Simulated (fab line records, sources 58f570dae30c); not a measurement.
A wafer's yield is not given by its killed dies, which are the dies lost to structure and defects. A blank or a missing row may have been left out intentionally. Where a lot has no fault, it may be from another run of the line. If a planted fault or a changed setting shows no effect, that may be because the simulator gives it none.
What tool caused it? :: flow berkeley cmos170 :: 48 wafers from 16 lots sampled at 5 of the route's 331 steps

== WHAT THE GAUGES SHOWED, per wafer ==
UCB170_PLDD_TW_MEAS_11.
lot: L618
measured: day 7 15:37
on: film metro-02
PLDD_TW: 1016 1010 1013

lot: L622
measured: day 8 03:43
on: film metro-02
PLDD_TW: 1013 1014 1012

lot: L621
measured: day 8 04:27
on: film metro-04
PLDD_TW: 1003 1002 1002

lot: L619
measured: day 8 04:28
on: film metro-01
PLDD_TW: 1026 1021 1018

lot: L624
measured: day 8 21:17
on: film metro-01
PLDD_TW: 1023 1019 1024

lot: L623
measured: day 8 21:34
on: film metro-01
PLDD_TW: 1017 1017 1016

lot: L626
measured: day 9 03:33
on: film metro-04
PLDD_TW: 1011 1006 1011

lot: L625
measured: day 9 03:50
on: film metro-01
PLDD_TW: 1018 1022 1020

lot: L627
measured: day 9 13:55
on: film metro-04
PLDD_TW: 1009 1017 1011

lot: L630
measured: day 10 00:24
on: film metro-01
PLDD_TW: 1022 1024 1021

lot: L628
measured: day 10 00:33
on: film metro-04
PLDD_TW: 1008 1009 1011

lot: L629
measured: day 10 00:49
on: film metro-02
PLDD_TW: 1012 1012 1017

lot: L631
measured: day 10 13:48
on: film metro-04
PLDD_TW: 1014 1013 1009

lot: L634
measured: day 11 01:23
on: film metro-01
PLDD_TW: 1022 1024 1021

lot: L638
measured: day 11 18:37
on: film metro-02
PLDD_TW: 1011 1015 1013

lot: L640
measured: day 11 22:11
on: film metro-02
PLDD_TW: 1010 1015 1016

UCB170_NLDD_OVL_MEAS_07.
lot: L618
measured: day 7 17:06
on: overlay-01
NLDD_OVL (nm): 7 6 12

lot: L622
measured: day 8 05:02
on: overlay-01
NLDD_OVL (nm): -7 8 6

lot: L621
measured: day 8 06:14
on: overlay-01
NLDD_OVL (nm): 9 -1 11

lot: L619
measured: day 8 06:18
on: overlay-02
NLDD_OVL (nm): -2 0 -4

lot: L624
measured: day 9 00:26
on: overlay-01
NLDD_OVL (nm): 1 -1 6

lot: L623
measured: day 9 00:35
on: overlay-02
NLDD_OVL (nm): 4 5 -7

lot: L626
measured: day 9 05:48
on: overlay-02
NLDD_OVL (nm): 267 251 255

lot: L625
measured: day 9 05:59
on: overlay-01
NLDD_OVL (nm): 3 -1 8

lot: L627
measured: day 9 15:29
on: overlay-02
NLDD_OVL (nm): 16 15 13

lot: L630
measured: day 10 02:23
on: overlay-01
NLDD_OVL (nm): 256 264 272

lot: L628
measured: day 10 02:29
on: overlay-02
NLDD_OVL (nm): 270 269 278

lot: L629
measured: day 10 02:40
on: overlay-02
NLDD_OVL (nm): 260 249 273

lot: L631
measured: day 10 15:14
on: overlay-02
NLDD_OVL (nm): 17 8 14

lot: L634
measured: day 11 02:43
on: overlay-01
NLDD_OVL (nm): 18 11 15

lot: L638
measured: day 11 20:20
on: overlay-01
NLDD_OVL (nm): 13 6 4

lot: L640
measured: day 11 23:58
on: overlay-02
NLDD_OVL (nm): -3 -5 -3

UCB170_NSD_OVL_MEAS_07.
lot: L618
measured: day 8 00:02
on: overlay-02
NSD_OVL (nm): -2 -1 0

lot: L622
measured: day 8 17:47
on: overlay-01
NSD_OVL (nm): 2 1 6

lot: L621
measured: day 8 18:12
on: overlay-01
NSD_OVL (nm): 1 4 1

lot: L619
measured: day 8 18:32
on: overlay-01
NSD_OVL (nm): 3 0 -9

lot: L624
measured: day 9 12:28
on: overlay-02
NSD_OVL (nm): -11 -7 -4

lot: L623
measured: day 9 13:11
on: overlay-01
NSD_OVL (nm): -2 -8 -6

lot: L626
measured: day 9 19:17
on: overlay-01
NSD_OVL (nm): -3 -3 -8

lot: L625
measured: day 9 19:34
on: overlay-01
NSD_OVL (nm): 2 -5 -7

lot: L627
measured: day 10 00:40
on: overlay-02
NSD_OVL (nm): 7 2 7

lot: L630
measured: day 10 12:38
on: overlay-02
NSD_OVL (nm): 6 4 6

lot: L628
measured: day 10 13:16
on: overlay-02
NSD_OVL (nm): 5 9 -4

lot: L629
measured: day 10 12:59
on: overlay-02
NSD_OVL (nm): -5 0 -3

lot: L631
measured: day 10 23:25
on: overlay-02
NSD_OVL (nm): -9 -3 -6

lot: L634
measured: day 11 15:43
on: overlay-02
NSD_OVL (nm): -4 -4 0

lot: L638
measured: day 12 09:07
on: overlay-02
NSD_OVL (nm): 2 -2 3

lot: L640
measured: day 12 10:57
on: overlay-01
NSD_OVL (nm): -1 5 3

UCB170_NSD_TW_MEAS_10.
lot: L618
measured: day 8 00:19
on: film metro-01
NSD_TW: 4222 4220 4221

lot: L622
measured: day 8 18:04
on: film metro-02
NSD_TW: 4228 4206 4181

lot: L621
measured: day 8 18:30
on: film metro-04
NSD_TW: 4168 4158 4160

lot: L619
measured: day 8 18:49
on: film metro-04
NSD_TW: 4136 4174 4163

lot: L624
measured: day 9 12:46
on: film metro-01
NSD_TW: 4208 4228 4213

lot: L623
measured: day 9 13:29
on: film metro-04
NSD_TW: 4173 4164 4177

lot: L626
measured: day 9 19:35
on: film metro-04
NSD_TW: 4185 4167 4174

lot: L625
measured: day 9 19:52
on: film metro-04
NSD_TW: 4161 4168 4164

lot: L627
measured: day 10 00:58
on: film metro-04
NSD_TW: 4183 4166 4185

lot: L630
measured: day 10 12:55
on: film metro-02
NSD_TW: 4187 4196 4199

lot: L628
measured: day 10 13:33
on: film metro-01
NSD_TW: 4232 4214 4238

lot: L629
measured: day 10 13:17
on: film metro-02
NSD_TW: 4180 4172 4168

lot: L631
measured: day 10 23:42
on: film metro-04
NSD_TW: 4178 4180 4200

lot: L634
measured: day 11 16:01
on: film metro-04
NSD_TW: 4146 4155 4154

lot: L638
measured: day 12 09:24
on: film metro-02
NSD_TW: 4200 4208 4175

lot: L640
measured: day 12 11:14
on: film metro-01
NSD_TW: 4224 4220 4235

== WHAT TOOL EACH LOT RAN ON (gives the tool, then ch and the chambers of the sampled wafers, and finally the start) ==
lot: L618
UCB170_NLDD_EXPOSE_03: krf scanner-02 ch 0, day 7 16:35

lot: L622
UCB170_NLDD_EXPOSE_03: krf scanner-02 ch 0, day 8 04:32

lot: L621
UCB170_NLDD_EXPOSE_03: krf scanner-01 ch 0, day 8 05:32

lot: L619
UCB170_NLDD_EXPOSE_03: krf scanner-01 ch 0, day 8 05:37

lot: L624
UCB170_NLDD_EXPOSE_03: krf scanner-02 ch 0, day 8 23:44

lot: L623
UCB170_NLDD_EXPOSE_03: krf scanner-02 ch 0, day 8 23:50

lot: L626
UCB170_NLDD_EXPOSE_03: krf scanner-02 ch 0, day 9 04:55

lot: L625
UCB170_NLDD_EXPOSE_03: krf scanner-01 ch 0, day 9 05:29

lot: L627
UCB170_NLDD_EXPOSE_03: krf scanner-01 ch 0, day 9 14:59

lot: L630
UCB170_NLDD_EXPOSE_03: krf scanner-02 ch 0, day 10 01:20

lot: L628
UCB170_NLDD_EXPOSE_03: krf scanner-02 ch 0, day 10 01:32

lot: L629
UCB170_NLDD_EXPOSE_03: krf scanner-02 ch 0, day 10 01:39

lot: L631
UCB170_NLDD_EXPOSE_03: krf scanner-01 ch 0, day 10 14:44

lot: L634
UCB170_NLDD_EXPOSE_03: krf scanner-01 ch 0, day 11 02:15

lot: L638
UCB170_NLDD_EXPOSE_03: krf scanner-01 ch 0, day 11 19:26

lot: L640
UCB170_NLDD_EXPOSE_03: krf scanner-01 ch 0, day 11 23:13
- UCB170_NLDD_EXPOSE_03: exposes mask NSELECT, target cd 1200 nm.

== WHAT THE TOOLS THEMSELVES READ (means of the sampled wafers that have a number; where no wafer has one, the mark that the record gives instead) ==
UCB170_NLDD_EXPOSE_03.
lot: L618
tool: krf scanner-02
exposure dose mJ cm2: 29.98
reticle temp C (C): 22.94

lot: L622
tool: krf scanner-02
exposure dose mJ cm2: 29.96
reticle temp C (C): 23.03

lot: L621
tool: krf scanner-01
exposure dose mJ cm2: 29.99
reticle temp C (C): 22.88

lot: L619
tool: krf scanner-01
exposure dose mJ cm2: 30.00
reticle temp C (C): 23.01

lot: L624
tool: krf scanner-02
exposure dose mJ cm2: 30.02
reticle temp C (C): 23.17

lot: L623
tool: krf scanner-02
exposure dose mJ cm2: 30.00
reticle temp C (C): 23.09

lot: L626
tool: krf scanner-02
exposure dose mJ cm2: 30.00
reticle temp C (C): 23.05

lot: L625
tool: krf scanner-01
exposure dose mJ cm2: 30.03
reticle temp C (C): 23.06

lot: L627
tool: krf scanner-01
exposure dose mJ cm2: 30.00
reticle temp C (C): 22.93

lot: L630
tool: krf scanner-02
exposure dose mJ cm2: 30.00
reticle temp C (C): 23.08

lot: L628
tool: krf scanner-02
exposure dose mJ cm2: 30.00
reticle temp C (C): 22.89

lot: L629
tool: krf scanner-02
exposure dose mJ cm2: 29.98
reticle temp C (C): 23.00

lot: L631
tool: krf scanner-01
exposure dose mJ cm2: 30.03
reticle temp C (C): 22.90

lot: L634
tool: krf scanner-01
exposure dose mJ cm2: 30.05
reticle temp C (C): 23.01

lot: L638
tool: krf scanner-01
exposure dose mJ cm2: 29.99
reticle temp C (C): 23.02

lot: L640
tool: krf scanner-01
exposure dose mJ cm2: 30.01
reticle temp C (C): 22.90

== THE ANSWER, worked out from the rows above alone ==
Rule: what is usual is taken from the lots themselves. The widest of any qualifying gaps counts: lots, ordered by their means at a reading, are off when they make up no more than a third of the lots, leave a main group of 4 or more, and stand apart from it by 3 or more times the standard deviation of that group's means. A main group whose means are all the same, to the digits that the tables above print for the reading, isn't used. A lot without any number at a reading at which 4 lots or more have one is off too. The other lots that the step has rows for count as sound. The gauges are gone through in route order, then the tools' own readings, and for those a lot's mean is taken as printed above. At the first step where some lot is off, the reading lying furthest off is the one used; lots without a number count as furthest.
Off: L626, L630, L628, L629, seen at UCB170_NLDD_OVL_MEAS_07 (NLDD_OVL). For the main group the mean is 6 nm and the standard deviation 6.
If a tool, at a process step before that reading, ran all the lots that are off and no sound lot after the first of them, it fits. Gauges at UCB170_NLDD_OVL_MEAS_07: tried the same way as those tools. One fits: krf scanner-02 at UCB170_NLDD_EXPOSE_03. A fault onset in the window from L623 (day 8 23:50, its last sound lot) to L626 (day 9 04:55, its first lot off) fits.

== WHAT THE SIMULATOR HAD INSERTED ==
Scanner matching overlay: krf scanner-02, from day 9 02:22 on, at UCB170_NLDD_EXPOSE_03. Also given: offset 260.
Lots struck among those shown: L626, L630, L628, L629. Same finding as the rule above.
